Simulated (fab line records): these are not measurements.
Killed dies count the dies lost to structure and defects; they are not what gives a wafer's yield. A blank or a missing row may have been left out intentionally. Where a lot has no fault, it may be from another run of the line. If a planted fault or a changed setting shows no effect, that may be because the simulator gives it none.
Lot-split experiment || flow rit_cmos || 2 lots, 8 wafers read, on a route of 202 steps

== ON THE SPLIT ==
At RIT_M1_METAL_ETCH_12 (etches Al in Cl2/BCl3, stops on SiO2, time 165 s, target depth 600 nm), the setting pressure_mtorr was moved away from the recipe's 100 mTorr on 5 of the 8 wafers read, by +7.3%. For the rest of the wafers, this setting stayed at what the recipe calls for.

== FROM THE SPLIT TO THE READING: what the file shows between them, 4 steps ==
- RIT_M1_STRIP_13: strips in nmp, time 600 s
- RIT_M1_STRIP_14: strips in O2, time 180 s
- RIT_M1_CD_MEAS_90: target cd 2600 nm
- RIT_M1_ANNEAL_15: time 1800 s

== THE READING ==
etest.nldd.rs_ohm_sq (the simulator's own value, which no gauge read), at RIT_M1_PROBE_99. No usual value for it is given in the file. Here, 3 wafers ran the recipe; their average is 361.0 with a standard deviation of 5.3.

{"wafer": "L079.1", "tool, chamber at the split": "rie_metal-04, 0", "pressure_mtorr as run, mTorr": 107.3, "against the recipe": "+7.3%", "etest.nldd.rs_ohm_sq": 299.1, "against lot-mates on the recipe": "no lot-mate on the recipe"}
{"wafer": "L079.2", "tool, chamber at the split": "rie_metal-04, 1", "pressure_mtorr as run, mTorr": 107.3, "against the recipe": "+7.3%", "etest.nldd.rs_ohm_sq": 292.9, "against lot-mates on the recipe": "no lot-mate on the recipe"}
{"wafer": "L079.3", "tool, chamber at the split": "rie_metal-04, 1", "pressure_mtorr as run, mTorr": 107.3, "against the recipe": "+7.3%", "etest.nldd.rs_ohm_sq": 291.4, "against lot-mates on the recipe": "no lot-mate on the recipe"}
{"wafer": "L079.4", "tool, chamber at the split": "rie_metal-04, 0", "pressure_mtorr as run, mTorr": 107.3, "against the recipe": "+7.3%", "etest.nldd.rs_ohm_sq": 285.7, "against lot-mates on the recipe": "no lot-mate on the recipe"}
{"wafer": "L079.5", "tool, chamber at the split": "rie_metal-04, 0", "pressure_mtorr as run, mTorr": 107.3, "against the recipe": "+7.3%", "etest.nldd.rs_ohm_sq": 288.5, "against lot-mates on the recipe": "no lot-mate on the recipe"}
{"wafer": "L081.2", "tool, chamber at the split": "rie_metal-03, 1", "pressure_mtorr as run, mTorr": 100, "against the recipe": "recipe", "etest.nldd.rs_ohm_sq": 367.9, "against lot-mates on the recipe": "-"}
{"wafer": "L081.4", "tool, chamber at the split": "rie_metal-03, 1", "pressure_mtorr as run, mTorr": 100, "against the recipe": "recipe", "etest.nldd.rs_ohm_sq": 360.3, "against lot-mates on the recipe": "-"}
{"wafer": "L081.5", "tool, chamber at the split": "rie_metal-03, 0", "pressure_mtorr as run, mTorr": 100, "against the recipe": "recipe", "etest.nldd.rs_ohm_sq": 354.9, "against lot-mates on the recipe": "-"}

FIT RESULTS
A straight line over all 8 wafers: etest.nldd.rs_ohm_sq changes by -9.52 for each +1% of pressure_mtorr; r = -0.99; the points scatter about the line by 5.6.
Too few moved wafers have a lot-mate on the recipe to fit a line with each lot's own level taken away.

== THE WHOLE CHAIN: every reading that the file lists as answering this split, in the file's order ==
{"step": "RIT_M1_PROBE_99", "what it does": "", "reading": "etest.pmos_turned.r_on_ohm_um (the simulator's own value, which no gauge read)", "change (the file's fit)": "-70.1 for each +1% of the setting", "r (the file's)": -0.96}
{"step": "RIT_M1_PROBE_99", "what it does": "", "reading": "etest.pmos_0p15.r_on_ohm_um (the simulator's own value, which no gauge read)", "change (the file's fit)": "-56.8 for each +1% of the setting", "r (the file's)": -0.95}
{"step": "RIT_M1_PROBE_99", "what it does": "", "reading": "etest.pmos_0p3.r_on_ohm_um (the simulator's own value, which no gauge read)", "change (the file's fit)": "-75.5 for each +1% of the setting", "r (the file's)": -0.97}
{"step": "RIT_M1_PROBE_99", "what it does": "", "reading": "etest.pldd.rs_ohm_sq (the simulator's own value, which no gauge read)", "change (the file's fit)": "-26.7 for each +1% of the setting", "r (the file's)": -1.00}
{"step": "RIT_M1_PROBE_99", "what it does": "", "reading": "etest.pplus_sal.width_nm (the simulator's own value, which no gauge read)", "change (the file's fit)": "-13.2 nm for each +1% of the setting", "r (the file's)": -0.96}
{"step": "RIT_M1_PROBE_99", "what it does": "", "reading": "etest.nldd.rs_ohm_sq (the simulator's own value, which no gauge read)", "change (the file's fit)": "-9.53 for each +1% of the setting", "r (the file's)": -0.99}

== FILE'S OWN FIT ==
etest.nldd.rs_ohm_sq changes by -9.53 for each +1% of pressure_mtorr, r = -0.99.
